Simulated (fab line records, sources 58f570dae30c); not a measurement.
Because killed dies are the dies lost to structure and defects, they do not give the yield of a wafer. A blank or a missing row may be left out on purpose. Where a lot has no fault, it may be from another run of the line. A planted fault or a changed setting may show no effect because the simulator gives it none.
fab line records	flow berkeley-cmos170
record lots=6	wafers=18	last-day=12
route steps=331 shown PWELL@50 WELLDRIVE@55 ACTIVE@60
lots untouched by any fault: they come from a run of this same line in which no faults occurred
start-h: the number of hours between the record's first day and the start of the first shown wafer of the lot	wait-h: hours elapsed since this lot's preceding step	" repeats the value in the row above	L1.1+2: one row covering several wafers at once	- no value, or no start given	* or withheld: withheld	< > ~ a bound
route shown NAME@n: names a module that has steps shown in the file, with the first one's number in the route	usual: mean/standard deviation of fault-free wafers	same: alike in all rows	chamber/n: place in a boat	sites: per-site readings	_std_site: how widely they spread, as a standard deviation	_edge_site: mean of outer sites minus mean of inner sites	radius-mm: for every site, how far away it sits from the centre of the wafer	mask NAME#n: copy n	behind: the most recent tool/chamber to have shaped the wafer	hold: reason for holding the lot/hours on hold/outcome of the hold	device: the transistor (n, p or np) that didn't switch	end of line: tests of these same wafers at the route's end	a step with no rows: only its recipe	killed: at the first sort, the dies lost to defects and structure; wafer yield is something else	map: the dies of a wafer, with x for killed, . for not killed, _ for no die there
set.NAME: the setting that was run; set.NAME@STEP: the one run at that earlier step	model.NAME: the simulator's own value behind a step, which no gauge read
certain route steps with their lots: each step a table, each wafer a row
services: a tool's chamber out of use, with start hour (start-h, from the record's first day; less than 0 if before it), hours out, and reason
## steps
# step UCB170_PWELL_STRIP_16
# recipe chemistry=O2	power-w=400	pressure-mtorr=3500	platen-temp-c=withheld	o2-flow-sccm=400	overash-fraction=0.5
# usual drypump-motor-current-A=5.9/0.46	oes-product-au=0.721/0.0043	strip-time-to-endpoint-s=18.09/0.085
lot.wafer	tool	chamber	start-h	wait-h	drypump-motor-current-A	oes-product-au	rf-hours-counter-h	strip-time-to-endpoint-s
L423.1	plasma-asher-01	1	61.27	0.1	5.7	0.727	34	18.04
L423.2	"	0	"	"	6.6	0.720	34	18.10
L423.3	"	0	"	"	6.5	0.726	-	18.02
L432.2	plasma-asher-01	0	104.98	0.1	6.5	0.718	41	18.02
L432.3	"	1	"	"	5.6	0.722	-	18.13
L432.6	"	0	"	"	6.5	0.719	-	18.15
L433.1	plasma-asher-03	0	115.80	0.1	6.0	0.727	42	18.16
L433.3	"	1	"	"	5.7	0.725	-	18.16
L433.4	"	0	"	"	6.1	0.717	-	18.17
L435.3	plasma-asher-03	1	128.12	0.1	5.7	0.723	-	18.29
L435.5	"	1	"	"	5.7	0.722	-	18.17
L435.6	"	0	"	"	6.0	0.724	-	18.14
L437.1	plasma-asher-03	1	130.36	0.1	5.7	0.720	43	18.00
L437.2	"	0	"	"	6.0	0.722	43	18.10
L437.6	"	0	"	"	6.0	0.726	-	18.04
L443.4	plasma-asher-04	0	155.55	0.1	5.9	0.717	-	17.92
L443.5	"	0	"	"	5.9	0.730	-	18.21
L443.6	"	1	"	"	4.8	0.722	-	18.02
# step UCB170_PWELL_TW_MEAS_17
# usual PWELL_TW=378.7/2.2
lot.wafer	tool	chamber	start-h	wait-h	PWELL_TW
L423.1	film-metro-04	-	61.37	0.1	376.8
L423.2	"	-	"	"	376.1
L423.3	"	-	"	"	375.9
L432.2	film-metro-01	-	105.09	0.1	381.1
L432.3	"	-	"	"	380.3
L432.6	"	-	"	"	381.1
L433.1	film-metro-03	-	115.90	0.1	377.3
L433.3	"	-	"	"	375.3
L433.4	"	-	"	"	378.2
L435.3	film-metro-04	-	128.20	0.1	376.4
L435.5	"	-	"	"	375.3
L435.6	"	-	"	"	376.1
L437.1	film-metro-01	-	130.46	0.1	383.0
L437.2	"	-	"	"	383.1
L437.6	"	-	"	"	382.5
L443.4	film-metro-01	-	155.65	0.1	380.0
L443.5	"	-	"	"	381.6
L443.6	"	-	"	"	376.1
# step UCB170_PWELL_CLEAN_18
# recipe chemistry=SPM	temp-c=120	time-s=600
# step UCB170_PWELL_WET_ETCH_19
# recipe chemistry=H3PO4	target=Si3N4	temp-c=160	time-s=14400
# step UCB170_PWELL_WET_ETCH_20
# recipe chemistry=BOE	dilution=5:1	target=SiO2	temp-c=25	time-s=22
# step UCB170_WELLDRIVE_CLEAN_00
# recipe chemistry=SPM	temp-c=120	time-s=600
# step UCB170_WELLDRIVE_OXIDATION_01
# recipe temp-c=1100	ambient=O2	target-thk-a=1990	ox-time-s=9000
# step UCB170_WELLDRIVE_THK_MEAS_02
# recipe reads=SiO2_of_WELLDRIVE_OXIDATION_01
# usual WELLDRIVE_OXIDE_THK=198/3.9
lot.wafer	tool	chamber	start-h	wait-h	WELLDRIVE_OXIDE_THK[nm]
L423.1	film-metro-02	-	71.16	0.0	199
L423.2	"	-	"	"	200
L423.3	"	-	"	"	201
L432.2	film-metro-04	-	117.06	0.0	193
L432.3	"	-	"	"	194
L432.6	"	-	"	"	193
L433.1	film-metro-01	-	127.82	0.0	197
L433.3	"	-	"	"	198
L433.4	"	-	"	"	196
L435.3	film-metro-02	-	139.45	0.0	204
L435.5	"	-	"	"	204
L435.6	"	-	"	"	207
L437.1	film-metro-02	-	139.49	0.1	205
L437.2	"	-	"	"	204
L437.6	"	-	"	"	203
L443.4	film-metro-01	-	166.40	0.0	200
L443.5	"	-	"	"	202
L443.6	"	-	"	"	206
# step UCB170_WELLDRIVE_ANNEAL_03
# recipe temp-c=1100	time-s=900	ambient=N2
# step UCB170_WELLDRIVE_WET_ETCH_04
# recipe chemistry=BOE	dilution=5:1	target=SiO2	temp-c=25	time-s=120
# step UCB170_ACTIVE_CLEAN_00
# recipe chemistry=SPM	temp-c=120	time-s=600
# step UCB170_ACTIVE_CLEAN_01
# recipe chemistry=dHF	dilution=25:1	time-s=60
# step UCB170_ACTIVE_OXIDATION_02
# recipe temp-c=1000	ambient=O2	target-thk-a=264	ox-time-s=1260
# usual ox-temp-c=999.9/0.51	ox-temp-c-max=1003.5/1.4	spike-tc-centre-C=1002.0/1.3	spike-tc-load-C=1027/3.9
lot.wafer	tool	chamber	start-h	wait-h	ox-temp-c	ox-temp-c-max	spike-tc-centre-C	spike-tc-load-C
L423.1	furnace-03	0	76.62	2.3	999.7	1003.0	1000.6	1032
L423.2	"	0	"	"	999.5	1002.5	1001.2	1031
L423.3	"	0	"	"	999.7	1003.1	1001.7	1032
L432.2	furnace-03	-	125.68	2.4	-	-	-	-
L432.3	"	-	"	"	-	-	-	-
L432.6	"	-	"	"	-	-	-	-
L433.1	furnace-04	-	129.83	0.4	-	-	-	-
L433.3	"	-	"	"	-	-	-	-
L433.4	"	-	"	"	-	-	-	-
L435.3	furnace-04	0	143.76	1.4	1000.6	1003.7	1002.0	1022
L435.5	"	0	"	"	1000.8	1004.5	1001.0	1021
L435.6	"	0	"	"	1000.3	1003.1	1000.7	1021
L437.1	furnace-04	0	143.76	1.4	999.9	1004.0	999.8	1022
L437.2	"	0	"	"	1000.0	1003.1	1002.4	1023
L437.6	"	0	"	"	999.9	1003.6	1000.7	1022
L443.4	furnace-03	0	172.81	2.4	999.6	1002.2	1001.3	1030
L443.5	"	0	"	"	1000.3	1003.2	1002.9	1030
L443.6	"	0	"	"	1000.1	1002.7	1004.2	1029
# step UCB170_ACTIVE_ANNEAL_04
# recipe temp-c=1000	time-s=900	ambient=N2
## services
tool	chamber	start-h	hours	kind
furnace-03	-	37.98	2.4	pm
furnace-04	-	45.89	3.0	pm
plasma-asher-04	-	84.29	2.8	pm
plasma-asher-04	-	87.04	29.1	pm
plasma-asher-01	-	108.75	9.0	pm
plasma-asher-01	0	108.75	9.0	vent-cycle
plasma-asher-01	1	108.75	9.0	vent-cycle
plasma-asher-01	0	117.75	-	clean
plasma-asher-01	1	117.75	-	clean
plasma-asher-04	-	131.65	1.8	repair
## key
first-sign step=UCB170_ACTIVE_OXIDATION_02	reading=tool-record	direction=missing
effect none on later readings
met-at UCB170_ACTIVE_OXIDATION_02
struck-wafers L432.2,L432.3,L432.6,L433.1,L433.3,L433.4
later-rows-left-out L432.2,L432.3,L432.6,L433.1,L433.3,L433.4
sort-left-out L432.2,L432.3,L432.6,L433.1,L433.3,L433.4
tester-left-out L432,L433
onset-between 76.62 125.68
fault kind=skipped-step-whole	tool=furnace-03,furnace-04	chamber=-	onset-h=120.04	steps=UCB170_ACTIVE_OXIDATION_02	scope=struck-lots-only
# tester-left-out: of these lots the tester's yield and bins aren't shown, on N5 and GAA mostly nor the transistor test; their killed dies are dies lost to structure and defects alone, not to doping, threshold or leakage, so they don't give the yield
# sort-left-out: the simulated sort isn't trusted on such a fault, so these wafers' sort isn't shown, and their yield isn't known
# later-rows-left-out: the simulator's readings of these wafers behind a module that went badly wrong aren't trusted and aren't shown, but for the sort
